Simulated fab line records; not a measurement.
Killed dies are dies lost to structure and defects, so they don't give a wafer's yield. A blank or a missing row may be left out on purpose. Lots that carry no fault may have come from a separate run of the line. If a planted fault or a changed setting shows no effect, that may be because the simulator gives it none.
8D (eight disciplines) problem report, filled in by code -- flow rit cmos -- the parts of the form that need people (team, actions taken, sign-off) are left out

1. THE ISSUE
Mean NLDD_TW at RIT_NLDD_TW_MEAS_10: 1548 over 6 wafers in 2 lots; fault-free wafers: 2491, standard deviation 21. That puts it -45 standard deviations away from the usual mean.
Seen first at day 4 10:40 on film metro-01, wafer L897.1. The record holds 42 wafers of 14 lots with a number at this step. Rule for "out", or "out of limits": more than 4 standard deviations from the usual mean. All remaining wafers that have a number are taken as sound.

2. WHAT THIS IS AND IS NOT
question,is,is not
which readings at this step,NLDD_TW,-
which lots,"L897, L902","L889, L890, L893, L894, L901, L903, L904, L906, L907, L908, L911, L912"
which wafers of those lots,all that have a number,-
read on which gauges,"film metro-01, film metro-04",film metro-03
when,from day 4 10:40,"up to then (12 sound wafers); but 24 sound wafers of L901, L903, L904, L906, L907, L908, L911, L912 came after"

3. SUSPECTS, AND WHAT RULES EACH OUT
Counting: a tool stays on the suspect list if, at a process step up to the reading, it processed all lots that are out and no sound lot following the first of them.
- the gauge at RIT_NLDD_TW_MEAS_10 is ruled out. 2 gauges (film metro-01, film metro-04) read the wafers that are out.
- implanter-01 at RIT_NLDD_IMPLANT_08: kept. It ran every lot that is out, first L897 (day 4 10:20), and no sound lot after that; its last sound lot up to then is L894 (day 3 18:07). Its own readings are out on those wafers: dose ions cm2, faraday current uA.
After counting, what remains is implanter-01 at RIT_NLDD_IMPLANT_08.

4. THE CAUSE (what the simulator had put in)
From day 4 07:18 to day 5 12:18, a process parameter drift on implanter-01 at RIT_NLDD_IMPLANT_08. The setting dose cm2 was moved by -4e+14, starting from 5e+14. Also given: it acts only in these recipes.
This tool alone remained once counting was done.

5. THE EFFECT CHAIN, in route order
Each row: a reading where the mean over the struck wafers with a number is more than 3 standard deviations away from the usual. Only readings for which the record gives a usual standard deviation are gone through. hours: the time from each lot's start at the first step in this table that gives one to its start at this step, as a median over the lots. sigmas: the change in usual standard deviations.
hours,step,reading,usual,on struck wafers,change,sigmas
0,RIT_NLDD_IMPLANT_08,dose ions cm2,5e+14,1e+14,-4e+14,-99 or more
0,RIT_NLDD_IMPLANT_08,end station pressure torr,6.2e-06 Torr,5.1e-06,-1.1e-06,-3.0
0,RIT_NLDD_IMPLANT_08,faraday current uA,1575,315,-1260,-39
0,RIT_NLDD_TW_MEAS_10,NLDD_TW,2491,1548,-943,-45
8,RIT_SDANNEAL_RS_MEAS_07,NLDD_RS,151.6 ohm/sq,513.7,+362.1,+99 or more
It contains these process steps:
- RIT_NLDD_IMPLANT_08

6. WHAT WOULD HAVE CAUGHT IT SOONER
3 hours passed between the start of the fault at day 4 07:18 and the first reading out of limits at a measuring or inspecting step in this record, taken at day 4 10:40.
At RIT_NLDD_IMPLANT_08, the tool's own readings (dose ions cm2, faraday current uA) were out on each struck wafer the step has a row for, so an alarm limit on them would have fired on the first such wafer.
Among the 2 lots that are out, L902 began RIT_NLDD_IMPLANT_08 on implanter-01 after day 4 10:40. Had the tool been put on hold then, it would have been spared.
